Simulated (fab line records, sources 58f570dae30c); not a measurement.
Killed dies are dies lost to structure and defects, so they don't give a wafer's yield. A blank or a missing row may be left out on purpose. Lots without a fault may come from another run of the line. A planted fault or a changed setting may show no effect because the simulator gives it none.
One fault seen from 2 desks | flow berkeley_cmos170 | each desk has only its own numbers; what lay behind them comes last

THE TOOL OWNER'S DESK: litho_track-03
The tool's own readings at UCB170_PWELL_DEVELOP_12 (develop time 45 s): means of the sampled wafers that have a number, for each lot that ran on this tool. A lot is out of limits, marked OUT, if its mean lies more than 4 standard deviations from the usual mean; the brackets give that distance.
Columns: A = chill_plate_temp_C at UCB170_PWELL_DEVELOP_12, usual 23.02 C
lot  | first seen here | A
L994 | day 3 00:00     | 22.90
L995 | day 3 00:00     | 23.03
L996 | day 3 11:00     | 23.18
L104 | day 5 07:00     | 23.09
This desk's finding: nothing out of limits on any of the 4 lots.

THE METROLOGY DESK
What the gauges read, lot by lot, whatever tool the lot ran on: means of the sampled wafers that have a number. A lot is out of limits, marked OUT, if its mean lies more than 4 standard deviations from the usual mean; the brackets give that distance.
Columns: A = PWELL_NITRIDE_THK at UCB170_PWELL_THK_MEAS_06, usual 222.3 nm; B = SACOX_OXIDE_THK at UCB170_SACOX_THK_MEAS_02, usual 14.19 nm
lot  | first seen here | A     | B
L995 | day 2 23:07     | 220.0 | 13.79
L994 | day 2 23:08     | 223.3 | 14.48
L996 | day 3 10:28     | 218.4 | 14.27
L997 | day 3 17:08     | 224.3 | 14.21
L998 | day 4 02:00     | 224.9 | 14.10
L999 | day 4 02:01     | 223.4 | 14.52
L101 | day 4 13:47     | 224.0 | 13.85
L102 | day 5 01:01     | 221.9 | 14.30
L104 | day 5 05:21     | 220.0 | 14.48
L105 | day 5 05:21     | 222.5 | 14.22
L107 | day 5 20:59     | 217.8 | 14.11
L108 | day 5 20:59     | 221.3 | 14.26
L116 | day 7 09:57     | 221.1 | -
L117 | day 7 20:20     | 221.4 | -
This desk's finding: nothing out of limits on any of the 14 lots.

PUT TOGETHER
The tool owner's desk saw nothing out of limits.
The metrology desk saw nothing out of limits.

WHAT THE SIMULATOR HAD PUT IN
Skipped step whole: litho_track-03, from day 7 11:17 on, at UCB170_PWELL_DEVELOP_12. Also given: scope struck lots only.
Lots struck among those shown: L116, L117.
